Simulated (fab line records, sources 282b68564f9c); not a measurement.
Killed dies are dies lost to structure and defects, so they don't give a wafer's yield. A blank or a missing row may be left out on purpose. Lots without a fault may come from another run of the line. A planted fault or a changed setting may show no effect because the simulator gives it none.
fab line records | flow rit_cmos
record lots=14 wafers=42 last_day=7
route steps=202 shown NLDD@105
lots that met no fault: from a run of the same line without faults
start_h: hours from the record's first day to the start of the lot's first wafer shown | wait_h: hours since the lot's step before | " the same as in the row above | L1.1+2: a row that stands for several wafers | - no value, or no start given | * or withheld: withheld | < > ~ a bound
route shown NAME@n: a module of which the file shows steps, and the number in the route of the first | usual: mean/standard deviation of fault-free wafers | same: alike in all rows | chamber/n: place in a boat | sites: the reading at each site | _std_site: their standard deviation | _edge_site: outer sites' mean less inner sites' | radius_mm: how far each site lies from the wafer's centre | mask NAME#n: copy n | behind: the tool/chamber that last shaped the wafer | hold: why the lot was held/for how many hours/how that ended | device: the transistor (n, p or np) that didn't switch | end of line: the same wafers' tests at the end of the route | a step without rows: its recipe alone | killed: dies lost to structure and defects at the first sort, not the wafer's yield | map: a wafer's dies, x killed, . not, _ none there
set.NAME: the setting as run; set.NAME@STEP: as run at that earlier step | model.NAME: the simulator's own value behind a step, which no gauge read
steps of the route over a sample of lots; a table a step, a row a wafer
## steps
# step RIT_NLDD_SOFTBAKE_02
# recipe resist=NOVOLAK temp_c=90 time_s=60
# usual heater_power_total_W=34.56/0.052 plate_temp_C=90.00/0.11
# columns lot.wafer tool chamber start_h wait_h heater_power_total_W plate_temp_C
L399.1 litho_track-03 0 42.91 0.1 34.51 89.87
L399.4 " 0 " " 34.57 89.96
L399.6 " 0 " " 34.58 90.05
L400.2 litho_track-04 0 49.57 0.1 34.58 90.10
L400.3 " 0 " " 34.54 89.88
L400.6 " 0 " " 34.57 90.07
L401.2 litho_track-04 0 52.38 0.1 34.59 90.17
L401.3 " 0 " " 34.55 90.07
L401.4 " 0 " " 34.58 90.14
L403.1 litho_track-01 0 65.73 0.1 34.52 89.92
L403.4 " 0 " " 34.56 89.98
L403.5 " 0 " " 34.62 90.03
L404.3 litho_track-01 0 71.04 0.1 34.61 89.99
L404.5 " 0 " " 34.58 89.97
L404.6 " 0 " " 34.63 89.96
L405.1 litho_track-04 0 76.36 0.1 34.48 89.99
L405.3 " 0 " " 34.62 90.04
L405.4 " 0 " " 34.55 90.07
L407.2 litho_track-01 0 89.21 0.1 34.63 89.93
L407.4 " 0 " " 34.59 90.01
L407.6 " 0 " " 34.62 90.12
L408.1 litho_track-04 0 95.20 0.1 34.49 89.83
L408.4 " 0 " " 34.53 90.01
L408.5 " 0 " " 34.53 89.80
L410.1 litho_track-04 0 102.34 0.1 35.30 91.38
L410.2 " 0 " " 35.25 91.24
L410.5 " 0 " " 35.13 91.40
L411.4 litho_track-04 0 115.69 0.1 35.24 91.41
L411.5 " 0 " " 35.32 91.11
L411.6 " 0 " " 35.30 91.29
L414.1 litho_track-01 0 127.22 0.1 34.48 90.00
L414.2 " 0 " " 34.55 90.06
L414.6 " 0 " " 34.57 89.93
L420.1 litho_track-01 0 147.98 0.1 34.55 89.93
L420.3 " 0 " " 34.53 89.96
L420.6 " 0 " " 34.58 89.88
L421.1 litho_track-01 0 155.62 0.1 34.59 90.04
L421.2 " 0 " " 34.57 90.22
L421.6 " 0 " " 34.58 90.17
L422.4 litho_track-01 0 158.28 0.1 34.53 90.26
L422.5 " 0 " " 34.52 89.91
L422.6 " 0 " " 34.51 90.19
## key
first_sign step=RIT_NLDD_SOFTBAKE_02 reading=heater_power_total_W direction=up sigmas=13 usual=34.56 struck=35.26
effect step=RIT_NLDD_SOFTBAKE_02 reading=plate_temp_C direction=up sigmas=12 usual=* struck=*
met_at RIT_NLDD_SOFTBAKE_02
struck_lots L410,L411
tester_left_out L410,L411
onset_between 95.20 102.34
fault kind=process_parameter_drift tool=litho_track-04 chamber=- onset_h=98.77 steps=RIT_NLDD_SOFTBAKE_02 channel=temp_c offset=* shape=step end_h=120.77 acts_in=* stated=*
# tester_left_out: of these lots the tester's yield and bins aren't shown, on N5 and GAA mostly nor the transistor test; their killed dies are dies lost to structure and defects alone, not to doping, threshold or leakage, so they don't give the yield
